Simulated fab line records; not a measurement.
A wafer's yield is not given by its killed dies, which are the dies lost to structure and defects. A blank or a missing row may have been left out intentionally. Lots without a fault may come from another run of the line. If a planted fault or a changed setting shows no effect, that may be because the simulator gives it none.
The tool behind it: which one? ; flow berkeley_cmos170 ; Sampling: 14 lots, 42 wafers, 2 of 331 route steps

== WHAT EACH GAUGE READ, for each wafer ==
UCB170_GATE_CD_MEAS_90 targets a cd of 350 nm.
lot;measured;on;cd_nm (nm)
L301;day 7 00:45;cd_sem-02;349.3 350.3 349.1
L303;day 7 12:33;cd_sem-01;350.6 352.3 351.3
L302;day 7 12:51;cd_sem-01;349.9 349.5 348.3
L304;day 8 03:35;cd_sem-01;349.1 350.9 348.5
L306;day 8 11:35;cd_sem-02;352.2 352.1 351.1
L309;day 8 22:33;cd_sem-02;- - -
L308;day 8 22:41;cd_sem-01;- - -
L316;day 11 03:58;cd_sem-01;349.3 350.6 350.4
L317;day 11 04:05;cd_sem-02;350.0 349.4 349.8
L319;day 11 15:20;cd_sem-02;348.8 348.8 348.4
L318;day 11 15:44;cd_sem-01;350.4 348.7 349.5
L321;day 12 02:19;cd_sem-02;348.9 348.6 349.2
L324;day 12 20:28;cd_sem-02;347.9 350.5 350.0
L323;day 12 20:55;cd_sem-01;351.5 350.9 351.2

== TOOL THAT RAN EACH LOT (tool first, then ch and the chambers of the sampled wafers, then the start) ==
lot;UCB170_GATE_ETCH_15
L301;rie_si-01 ch 1,3, day 7 00:36
L303;rie_si-01 ch 0,1,2, day 7 12:24
L302;rie_si-02 ch 0,3, day 7 12:41
L304;rie_si-01 ch 1,2,3, day 8 03:26
L306;rie_si-02 ch 1,2,3, day 8 11:26
L309;rie_si-01 ch 0,2,3, day 8 22:24
L308;rie_si-02 ch 0,1,2, day 8 22:31
L316;rie_si-02 ch 0,2,3, day 11 03:47
L317;rie_si-01 ch 0,1, day 11 03:53
L319;rie_si-02 ch 1,2, day 11 15:08
L318;rie_si-01 ch 0,2,3, day 11 15:35
L321;rie_si-01 ch 0,2,3, day 12 02:10
L324;rie_si-01 ch 1,2,3, day 12 20:17
L323;rie_si-02 ch 0,1,3, day 12 20:43
- UCB170_GATE_ETCH_15: etches poly-Si in HBr/Cl2, stops on SiO2, time 56.3 s, target depth 278.2 nm.

== WHAT THE TOOLS THEMSELVES READ (means of the sampled wafers that have a number; where no wafer has one, the mark that the record gives instead) ==
UCB170_GATE_ETCH_15.
lot;tool;HBr_flow_sccm (sccm);bias_w (W);drypump_motor_current_A (A);oes_product_au (a.u.);throttle_valve_pct (%)
L301;rie_si-01;150.0;149.7;5.2;0.838;26.53
L303;rie_si-01;150.0;149.7;5.9;0.833;26.55
L302;rie_si-02;150.5;149.4;5.5;0.837;26.24
L304;rie_si-01;150.1;150.2;5.6;0.837;26.69
L306;rie_si-02;150.2;150.0;6.1;0.831;26.25
L309;rie_si-01;-;-;-;-;-
L308;rie_si-02;-;-;-;-;-
L316;rie_si-02;149.9;149.9;5.8;0.839;26.24
L317;rie_si-01;149.5;150.4;5.5;0.839;26.41
L319;rie_si-02;150.0;149.7;6.4;0.825;26.27
L318;rie_si-01;150.1;150.1;5.8;0.821;26.79
L321;rie_si-01;149.9;149.9;5.8;0.822;26.80
L324;rie_si-01;150.2;150.2;5.6;0.825;26.70
L323;rie_si-02;150.2;150.1;5.8;0.833;26.28

== THE ANSWER, worked out from the rows above alone ==
Rule: what is usual is taken from the lots themselves. The widest of any qualifying gaps counts: lots, ordered by their means at a reading, are off when they make up no more than a third of the lots, leave a main group of 4 or more, and stand apart from it by 3 or more times the standard deviation of that group's means. A main group whose means are all the same, to the digits that the tables above print for the reading, isn't used. A lot without any number at a reading at which 4 lots or more have one is off too. The other lots that the step has rows for count as sound. First the gauges in route order, then the tools' own readings, where a lot's mean is used as printed above. The first step at which some lot is off is used, and at that step the reading that is off furthest; a lot without a number counts as furthest.
Off: L309, L308 (UCB170_GATE_CD_MEAS_90, cd_nm). Without a number there: L309, L308. The main group: mean 349.9 nm, standard deviation 0.96.
A tool fits if, at a process step before that reading, it ran every lot that is off, and no sound lot after the first of them. Not tried: the gauges at UCB170_GATE_CD_MEAS_90; whatever is off there is also off at UCB170_GATE_ETCH_15, on other tools, and gauge error can't account for it. None of those tried fits.

== WHAT THE SIMULATOR HAD PUT IN ==
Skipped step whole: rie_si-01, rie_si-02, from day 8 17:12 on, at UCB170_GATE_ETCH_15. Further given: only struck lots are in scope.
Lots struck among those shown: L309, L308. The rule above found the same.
